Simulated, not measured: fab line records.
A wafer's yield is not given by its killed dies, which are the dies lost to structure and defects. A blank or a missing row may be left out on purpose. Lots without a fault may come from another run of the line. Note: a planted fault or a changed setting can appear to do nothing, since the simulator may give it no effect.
fab line records	flow berkeley-cmos170
[record] lots = 6	wafers = 18	last-day = 11
route steps=331 shown PFIELD@82 FIELD@89
lots untouched by any fault: they come from a run of this same line in which no faults occurred
start-h: hours from the record's opening day to when the first of the lot's shown wafers began	wait-h: hours since the lot's step before	" same as the row above	L1.1+2: one row covering several wafers at once	- either no value or no given start	* or withheld: withheld	< > ~ a bound
route shown NAME@n: names a module that has steps shown in the file, with the first one's number in the route	usual: average and standard deviation across the fault-free wafers	same: alike in all rows	chamber/n: place in a boat	sites: the reading at each site	_std_site: their standard deviation	_edge_site: outer sites' mean less inner sites'	radius-mm: for every site, how far away it sits from the centre of the wafer	mask NAME#n: copy n	behind: the most recent tool/chamber to have shaped the wafer	hold: what put the lot on hold/how long, in hours/how the hold closed	device: the n, p or np transistor that did not switch	end of line: the same wafers' tests at the end of the route	where a step has no rows: the recipe by itself	killed: at the first sort, the dies lost to defects and structure; wafer yield is something else	map: a wafer's dies, x killed, . not, _ none there
set.NAME: the setting that was run; set.NAME@STEP: the one run at that earlier step	model.NAME: the simulator's own value behind a step, which no gauge read
a table for each step, a row for each wafer; lots at some steps of the route
services: from which hour (start-h, from the record's first day; less than 0 if before it) a tool's chamber was out of use, for how many hours, and why
[[steps]]
[step UCB170_PFIELD_EXPOSE_03]
[recipe] mask-id = PFIELD	na = 0.5	sigma-outer = 0.6	source-shape = conventional	target-cd-nm = 1500	dose-mj = 30
[step UCB170_PFIELD_PEB_04]
[recipe] peb-temp-c = 130	peb-time-s = withheld	resist = KrF
[step UCB170_PFIELD_DEVELOP_05]
[recipe] developer = TMAH	develop-time-s = 45	resist = KrF	dev-temp-c = 21
[step UCB170_PFIELD_OVL_MEAS_06]
[usual] PFIELD_OVL = 4/5.5
lot.wafer	tool	chamber	start-h	wait-h	PFIELD_OVL[nm]
L357.1	overlay-01	-	103.47	-	-1
L357.3	"	-	"	"	1
L357.4	"	-	"	"	2
L365.1	overlay-02	-	148.22	-	4
L365.3	"	-	"	"	8
L365.4	"	-	"	"	-2
L369.3	overlay-01	-	166.50	-	10
L369.4	"	-	"	"	15
L369.5	"	-	"	"	16
L370.1	overlay-01	-	177.06	-	-2
L370.3	"	-	"	"	-5
L370.5	"	-	"	"	-2
L373.2	overlay-01	-	193.22	-	0
L373.3	"	-	"	"	-1
L373.6	"	-	"	"	4
L372.1	overlay-01	-	193.32	-	4
L372.3	"	-	"	"	7
L372.6	"	-	"	"	6
[step UCB170_PFIELD_IMPLANT_07]
[recipe] species = B	dose-cm2 = 2e+13	energy-kev = 80	tilt-deg = 7
[step UCB170_PFIELD_STRIP_08]
[recipe] chemistry = O2	power-w = 400	pressure-mtorr = 3500	platen-temp-c = withheld	o2-flow-sccm = 400	overash-fraction = 0.5
[usual] drypump-motor-current-A = 5.6/0.51	oes-product-au = 0.734/0.0046	strip-time-to-endpoint-s = 21.64/0.069
lot.wafer	tool	chamber	start-h	wait-h	drypump-motor-current-A	oes-product-au	rf-hours-counter-h	strip-time-to-endpoint-s
L357.1	plasma-asher-03	1	103.66	0.1	5.0	0.727	42	21.64
L357.3	"	1	"	"	5.0	0.733	-	21.68
L357.4	"	0	"	"	5.2	0.735	-	21.67
L365.1	plasma-asher-04	1	148.47	0.1	5.6	0.726	3	21.65
L365.3	"	1	"	"	5.6	0.733	-	21.67
L365.4	"	0	"	"	5.5	0.733	-	21.67
L369.3	plasma-asher-01	1	166.70	0.1	5.6	0.734	-	21.64
L369.4	"	0	"	"	6.5	0.736	-	21.61
L369.5	"	1	"	"	5.6	0.742	-	21.65
L370.1	plasma-asher-01	1	177.25	0.1	5.6	0.739	38	21.65
L370.3	"	1	"	"	5.6	0.737	-	21.68
L370.5	"	0	"	"	6.6	0.738	-	21.67
L373.2	plasma-asher-04	0	193.40	0.1	5.5	0.735	7	21.62
L373.3	"	1	"	"	5.6	0.729	-	21.70
L373.6	"	1	"	"	5.6	0.741	-	21.67
L372.1	plasma-asher-03	0	193.50	0.1	5.2	0.735	52	21.69
L372.3	"	1	"	"	5.0	0.734	-	21.72
L372.6	"	1	"	"	5.0	0.727	-	21.67
[step UCB170_PFIELD_TW_MEAS_09]
[usual] PFIELD_TW = 607/4.6
lot.wafer	tool	chamber	start-h	wait-h	PFIELD_TW
L357.1	film-metro-03	-	103.76	0.1	612
L357.3	"	-	"	"	613
L357.4	"	-	"	"	614
L365.1	film-metro-03	-	148.57	0.1	607
L365.3	"	-	"	"	611
L365.4	"	-	"	"	608
L369.3	film-metro-02	-	166.79	0.1	603
L369.4	"	-	"	"	605
L369.5	"	-	"	"	609
L370.1	film-metro-03	-	177.35	0.1	603
L370.3	"	-	"	"	604
L370.5	"	-	"	"	604
L373.2	film-metro-04	-	193.51	0.1	599
L373.3	"	-	"	"	605
L373.6	"	-	"	"	604
L372.1	film-metro-04	-	193.60	0.1	604
L372.3	"	-	"	"	601
L372.6	"	-	"	"	603
[step UCB170_FIELD_CLEAN_00]
[recipe] chemistry = dHF	dilution = 25:1	time-s = 7.5
[step UCB170_FIELD_OXIDATION_01]
[recipe] temp-c = 1000	ambient = H2O	p-h2o-torr = 584.62	target-thk-a = 5583	ox-time-s = 7200
[step UCB170_FIELD_THK_MEAS_02]
[recipe] reads = SiO2_of_FIELD_OXIDATION_01
[usual] FIELD_OXIDE_THK = 554/11
lot.wafer	tool	chamber	start-h	wait-h	FIELD_OXIDE_THK[nm]
L357.1	film-metro-04	-	109.47	0.0	532
L357.3	"	-	"	"	539
L357.4	"	-	"	"	534
L365.1	film-metro-04	-	154.61	0.0	550
L365.3	"	-	"	"	554
L365.4	"	-	"	"	554
L369.3	film-metro-04	-	174.41	0.0	568
L369.4	"	-	"	"	560
L369.5	"	-	"	"	568
L370.1	film-metro-04	-	187.24	0.0	544
L370.3	"	-	"	"	551
L370.5	"	-	"	"	552
L372.1	film-metro-01	-	199.09	0.0	543
L372.3	"	-	"	"	551
L372.6	"	-	"	"	550
L373.2	film-metro-04	-	199.11	0.1	541
L373.3	"	-	"	"	536
L373.6	"	-	"	"	539
[step UCB170_FIELD_ANNEAL_03]
[recipe] temp-c = 1000	time-s = 1200	ambient = N2
[step UCB170_FIELD_WET_ETCH_04]
[recipe] chemistry = dHF	dilution = 10:1	target = SiO2	temp-c = 25	time-s = 60
[step UCB170_FIELD_WET_ETCH_05]
[recipe] chemistry = H3PO4	target = Si3N4	temp-c = 160	time-s = 12600
[usual] bath-guard-temp-C = 159.9/0.58	bath-heat-duty-pct = 27.4/2.8
lot.wafer	tool	chamber	start-h	wait-h	bath-guard-temp-C	bath-heat-duty-pct	model.Si3N4_of_ACTIVE_CVD_05.thk-nm	model.SiO2_of_FIELD_OXIDATION_01.thk-nm
L357.1	wet-bench-03	0	113.40	0.0	159.5	27.8	0	464.1
L357.3	"	0	"	"	159.3	28.5	0	472.1
L357.4	"	0	"	"	159.7	27.4	0	466.8
L365.1	wet-bench-03	0	159.10	0.0	159.1	27.7	0	482.6
L365.3	"	0	"	"	159.4	27.4	0	486.8
L365.4	"	0	"	"	159.1	28.3	0	487
L369.3	wet-bench-04	1	178.00	0.0	-	-	212.5	535.5
L369.4	"	1	"	"	-	-	211.4	526.2
L369.5	"	1	"	"	-	-	214.1	535
L370.1	wet-bench-03	2	189.29	0.0	-	-	213.2	511.4
L370.3	"	2	"	"	-	-	213.2	517.6
L370.5	"	2	"	"	-	-	214.2	519
L373.2	wet-bench-04	1	203.25	0.0	159.3	28.7	0	475.1
L373.3	"	1	"	"	159.3	26.0	0	469.3
L373.6	"	1	"	"	159.4	28.2	0	472.3
L372.1	wet-bench-03	3	203.25	0.0	160.4	34.2	0	476.2
L372.3	"	3	"	"	160.5	35.8	0	483.8
L372.6	"	3	"	"	160.2	34.8	0	483.4
[step UCB170_FIELD_WET_ETCH_06]
[recipe] chemistry = BOE	dilution = 5:1	target = SiO2	temp-c = 25	time-s = 22
[usual] bath-heat-duty-pct = 6.5/0.96	run-length-s = 49.7/1.5
lot.wafer	tool	chamber	start-h	wait-h	bath-heat-duty-pct	run-length-s	model.SiO2_of_FIELD_OXIDATION_01.thk-nm
L357.1	wet-bench-03	2	117.09	0.2	6.6	49.4	414.7
L357.3	"	2	"	"	6.6	49.4	423.2
L357.4	"	2	"	"	5.9	49.4	417.6
L365.1	wet-bench-03	0	162.78	0.2	6.5	49.3	432.3
L365.3	"	0	"	"	5.9	49.3	436.7
L365.4	"	0	"	"	6.9	49.3	436.8
L369.3	wet-bench-03	0	181.51	0.0	6.1	49.1	485
L369.4	"	0	"	"	6.9	49.1	475.3
L369.5	"	0	"	"	5.9	49.1	484.6
L370.1	wet-bench-03	0	193.17	0.4	6.6	49.5	461.7
L370.3	"	0	"	"	6.8	49.5	467.9
L370.5	"	0	"	"	7.2	49.5	469.3
L373.2	wet-bench-02	3	207.08	0.0	5.3	52.4	424.8
L373.3	"	3	"	"	6.0	52.4	418.9
L373.6	"	3	"	"	5.5	52.4	422
L372.1	wet-bench-02	3	207.43	0.0	4.8	53.4	426.1
L372.3	"	3	"	"	5.9	53.4	434.1
L372.6	"	3	"	"	5.3	53.4	433.4
[[services]]
tool	chamber	start-h	hours	kind
plasma-asher-01	-	106.77	0.6	repair
plasma-asher-04	-	108.75	9.0	pm
plasma-asher-04	0	108.75	9.0	vent-cycle
plasma-asher-04	1	108.75	9.0	vent-cycle
plasma-asher-01	-	108.90	4.3	pm
plasma-asher-04	0	117.75	-	clean
plasma-asher-04	1	117.75	-	clean
plasma-asher-03	-	169.09	0.6	repair
plasma-asher-03	-	202.63	0.3	repair
[[key]]
[first-sign] step = UCB170_FIELD_WET_ETCH_05	reading = tool-record	direction = missing
effect none on later readings
[model-effect] step = UCB170_FIELD_WET_ETCH_05	value = Si3N4_of_ACTIVE_CVD_05.thk-nm	without = 0	struck = 213.1
[model-effect] step = UCB170_FIELD_WET_ETCH_06	value = SiO2_of_FIELD_OXIDATION_01.thk-nm	without = 441.4	struck = 474
met-at UCB170_FIELD_WET_ETCH_05
struck-wafers L369.3,L369.4,L369.5,L370.1,L370.3,L370.5
later-rows-left-out L369.3,L369.4,L369.5,L370.1,L370.3,L370.5
sort-left-out L369.3,L369.4,L369.5,L370.1,L370.3,L370.5
tester-left-out L369,L370
onset-between 159.10 178.00
[fault] kind = skipped-step-whole	tool = wet-bench-03,wet-bench-04	chamber = -	onset-h = 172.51	steps = UCB170_FIELD_WET_ETCH_05	scope = struck-lots-only
// tester-left-out: of these lots the tester's yield and bins aren't shown, on N5 and GAA mostly nor the transistor test; their killed dies are dies lost to structure and defects alone, not to doping, threshold or leakage, so they don't give the yield
// sort-left-out: the simulated sort isn't trusted on such a fault, so these wafers' sort isn't shown, and their yield isn't known
// later-rows-left-out: the simulator's readings of these wafers behind a module that went badly wrong aren't trusted and aren't shown, but for the sort
